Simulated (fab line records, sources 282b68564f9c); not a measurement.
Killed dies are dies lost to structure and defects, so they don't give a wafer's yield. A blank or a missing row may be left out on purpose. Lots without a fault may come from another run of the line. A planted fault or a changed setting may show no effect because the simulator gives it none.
Problem report in the 8D (eight disciplines) form, filled by code | flow rit_cmos | the parts of the form that need people (team, actions taken, sign-off) are left out

1. THE PROBLEM
cathode_dc_power_W at RIT_SILICIDE_SPUTTER_01 reads a mean of 343.16 W on 1 wafer of 1 lot; wafers without a fault read 350.00 W with a standard deviation of 0.067. That is -99 or more standard deviations from the usual mean.
The step: material Ti, target thk 30 nm, time 240 s.
First seen on wafer L181.3, day 7 08:46, on pvd_sputter-03. The record holds 39 wafers of 13 lots with a number at this step. Rule for "out", or "out of limits": more than 4 standard deviations from the usual mean. The other wafers with a number count as sound.

2. WHAT IT IS AND WHAT IT IS NOT
question                    | is                 | is not
which readings at this step | cathode_dc_power_W | throttle_valve_pct
which lots                  | L181               | L161, L164, L165, L166, L167, L168, L170, L171, L172, L173, L174, L175
which wafers of those lots  | L181.3             | L181.2, L181.5
read on which tools         | pvd_sputter-03     | pvd_sputter-04
when                        | from day 7 08:46   | up to then (38 sound wafers)

3. SUSPECTS, AND WHAT RULES EACH OUT
Counting: a tool at a process step up to the reading stays a suspect if it ran every lot that is out. Sound lots after the first of them don't rule it out here, since some wafers of a struck lot are sound.
- pvd_sputter-03 at RIT_SILICIDE_SPUTTER_01 (material Ti, target thk 30 nm, time 240 s): kept. It ran the lot that is out, L181 (day 7 08:46); its last sound lot up to then is L174 (day 5 23:27). Its own readings are out on those wafers: cathode_dc_power_W.
Left after counting: pvd_sputter-03 at RIT_SILICIDE_SPUTTER_01.

4. THE CAUSE (what the simulator had put in)
Process parameter drift: pvd_sputter-03, from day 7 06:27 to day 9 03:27, at RIT_SILICIDE_SPUTTER_01. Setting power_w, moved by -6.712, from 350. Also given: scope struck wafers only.
Counting left only this tool.

5. THE CHAIN OF EFFECTS, in route order
Each row: a reading whose mean over the struck wafers that have a number lies more than 3 standard deviations from the usual. Only readings for which the record gives a usual standard deviation are gone through. hours: the time from each lot's start at the first step in this table that gives one to its start at this step, as a median over the lots. sigmas: the change in usual standard deviations.
hours | step                    | reading            | usual    | on struck wafers | change | sigmas
0     | RIT_SILICIDE_SPUTTER_01 | cathode_dc_power_W | 350.00 W | 343.16           | -6.84  | -99 or more
The process steps in it:
- RIT_SILICIDE_SPUTTER_01: material Ti, target thk 30 nm, time 240 s.

6. WHAT WOULD HAVE CAUGHT IT SOONER
In this record the first reading out of limits was taken at day 7 08:46, 2 hours after the fault began at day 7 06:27.
